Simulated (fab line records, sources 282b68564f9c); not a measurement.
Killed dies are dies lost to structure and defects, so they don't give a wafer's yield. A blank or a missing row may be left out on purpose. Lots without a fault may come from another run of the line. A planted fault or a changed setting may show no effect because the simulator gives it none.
One fault seen from 2 desks | flow rit_cmos | each desk has only its own numbers; what lay behind them comes last

THE TOOL OWNER'S DESK: litho_track-02
The tool's own readings at RIT_NLDD_DEVELOP_05 (develop time 50 s): means of the sampled wafers that have a number, for each lot that ran on this tool. A lot is out of limits, marked OUT, if its mean lies more than 4 standard deviations from the usual mean; the brackets give that distance.
Columns: A = developer_temp_C at RIT_NLDD_DEVELOP_05, usual 22.99 C
lot  | first seen here | A
L903 | day 3 08:00     | 22.98
L905 | day 3 19:00     | 23.06
L908 | day 4 08:00     | 22.10 (-8.9) OUT
L912 | day 5 01:00     | 22.11 (-8.8) OUT
This desk's finding: out of limits on L908, L912; first on L908, day 4 08:00 (developer_temp_C at RIT_NLDD_DEVELOP_05). In limits: L903, L905.

THE METROLOGY DESK
What the gauges read, lot by lot, whatever tool the lot ran on: means of the sampled wafers that have a number. A lot is out of limits, marked OUT, if its mean lies more than 4 standard deviations from the usual mean; the brackets give that distance.
Columns: A = NRETRO_OVL at RIT_NRETRO_OVL_MEAS_06, usual 0.6 nm
lot  | first seen here | A
L902 | day 2 08:30     | 1.5
L903 | day 2 16:13     | -0.3
L905 | day 3 01:58     | -0.2
L906 | day 3 09:51     | 1.5
L907 | day 3 14:08     | -1.3
L908 | day 3 16:46     | 0.5
L912 | day 4 13:58     | 2.6
L913 | day 4 16:42     | -0.4
L914 | day 4 21:27     | 0.5
L919 | day 6 00:08     | 1.3
L922 | day 6 12:34     | -0.1
L923 | day 6 17:31     | 0.0
L924 | day 6 22:45     | -0.0
L925 | day 7 03:42     | 2.2
This desk's finding: nothing out of limits on any of the 14 lots.

PUT TOGETHER
The tool owner's desk could have raised an alarm at day 4 08:00, on L908, L912.
The metrology desk saw nothing out of limits.
The metrology desk has L908, L912 on record, within its limits.
Of the lots named, all ran RIT_NLDD_DEVELOP_05 on litho_track-02.

WHAT THE SIMULATOR HAD PUT IN
Process parameter drift: litho_track-02, from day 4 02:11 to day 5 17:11, at RIT_NLDD_DEVELOP_05. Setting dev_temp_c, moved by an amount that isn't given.
Lots struck among those shown: L908, L912.
Hours from the fault's start to each desk's first reading out of limits: the tool owner's desk, 6.
